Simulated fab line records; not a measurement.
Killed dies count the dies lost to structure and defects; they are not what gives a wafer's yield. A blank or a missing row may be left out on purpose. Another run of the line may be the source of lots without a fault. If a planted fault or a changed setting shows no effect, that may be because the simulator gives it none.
Split-lot experiment + flow ritCmos + on a route of 202 steps: 5 lots, 23 wafers read

== THE SPLIT ==
At RIT_M1_COAT_04 (resist thk 1300 nm), the setting resistThkNm was moved away from the recipe's 1300 nm on 7 of the 23 wafers read, by -5.1% to -1.9%. All remaining wafers had this setting at the recipe value.

Reading taken at the split's own step.

== THE READING ==
NOVOLAK_of_M1_COAT_04.thkNm (the simulator's own value, which no gauge read), in nm, at RIT_M1_COAT_04 (resist thk 1300 nm). The file gives no usual value for it. Across the 16 wafers here that went through the recipe, the average is 1302 nm and the standard deviation 2.5 nm.

| wafer  | tool, chamber at the split | resistThkNm as run, nm | against the recipe | NOVOLAK_of_M1_COAT_04.thkNm, nm | against lot-mates on the recipe |
|--------|----------------------------|------------------------|--------------------|---------------------------------|---------------------------------|
| L074.1 | lithoTrack-02, 0           | 1300                   | recipe             | 1307                            | -                               |
| L074.2 | lithoTrack-02, 0           | 1300                   | recipe             | 1298                            | -                               |
| L074.4 | lithoTrack-02, 0           | 1300                   | recipe             | 1299                            | -                               |
| L074.5 | lithoTrack-02, 0           | 1300                   | recipe             | 1301                            | -                               |
| L074.6 | lithoTrack-02, 0           | 1300                   | recipe             | 1304                            | -                               |
| L076.2 | lithoTrack-02, 0           | 1300                   | recipe             | 1302                            | -                               |
| L076.3 | lithoTrack-02, 0           | 1300                   | recipe             | 1303                            | -                               |
| L076.4 | lithoTrack-02, 0           | 1300                   | recipe             | 1303                            | -                               |
| L076.5 | lithoTrack-02, 0           | 1234                   | -5.1%              | 1234                            | -69                             |
| L076.6 | lithoTrack-02, 0           | 1234                   | -5.1%              | 1236                            | -67                             |
| L077.1 | lithoTrack-02, 0           | 1300                   | recipe             | 1298                            | -                               |
| L077.2 | lithoTrack-02, 0           | 1267                   | -2.5%              | 1267                            | -33                             |
| L077.4 | lithoTrack-02, 0           | 1267                   | -2.5%              | 1267                            | -33                             |
| L077.3 | lithoTrack-02, 0           | 1267                   | -2.5%              | 1266                            | -34                             |
| L077.6 | lithoTrack-02, 0           | 1300                   | recipe             | 1302                            | -                               |
| L082.2 | lithoTrack-02, 0           | 1300                   | recipe             | 1302                            | -                               |
| L082.3 | lithoTrack-02, 0           | 1300                   | recipe             | 1299                            | -                               |
| L082.4 | lithoTrack-02, 0           | 1275                   | -1.9%              | 1277                            | -23                             |
| L082.5 | lithoTrack-02, 0           | 1275                   | -1.9%              | 1274                            | -26                             |
| L082.6 | lithoTrack-02, 0           | 1300                   | recipe             | 1300                            | -                               |
| L085.3 | lithoTrack-03, 0           | 1300                   | recipe             | 1303                            | -                               |
| L085.4 | lithoTrack-03, 0           | 1300                   | recipe             | 1300                            | -                               |
| L085.5 | lithoTrack-03, 0           | 1300                   | recipe             | 1305                            | -                               |

THE FIT
A straight line over all 23 wafers: NOVOLAK_of_M1_COAT_04.thkNm changes by +13.3 nm for each +1% of resistThkNm; r = +0.99; the points scatter about the line by 2.3 nm.
The same after taking each lot's own level away (the mean of its wafers on the recipe; 23 wafers): +13.3 nm for each +1%; r = +1.00; scatter 2.1 nm.
According to that fit, moving resistThkNm by its largest amount changes the reading by 67 nm.
From 1300.0 to 1302.7 nm: that is the span of the lots' own levels, equal to 1.1 times the standard deviation above.
The two slopes are in agreement: the lot-to-lot level therefore moves the slope only a little.
Check: -66.5 nm against its lot-mates is what the line predicts for one of the wafers moved furthest among these (-5.1%) when that wafer is left out of the fit. Against them it came out at -68.7 nm.

== ADDITIONAL SPLITS CARRIED BY THESE WAFERS ==
These wafers also went through other splits before the reading. Each is held against what the fit with the lots' levels taken away leaves over:
| other split on the same wafers | wafers away from the commonest value | r with NOVOLAK_of_M1_COAT_04.thkNm (lot level and that fit taken away) |
|--------------------------------|--------------------------------------|------------------------------------------------------------------------|
| RIT_PLDD_COAT_01 resistThkNm   | 9                                    | -0.21                                                                  |
| RIT_NSD_COAT_01 spinRpm        | 11                                   | -0.13                                                                  |
| RIT_PSD_COAT_01 spinRpm        | 8                                    | +0.18                                                                  |
| RIT_SILICIDE_SPUTTER_01 timeS  | 8                                    | -0.08                                                                  |
| RIT_CONTACT_COAT_03 spinRpm    | 4                                    | +0.11                                                                  |

== FILE'S OWN FIT ==
NOVOLAK_of_M1_COAT_04.thkNm changes by +13.2 nm for each +1% of resistThkNm, r = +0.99.
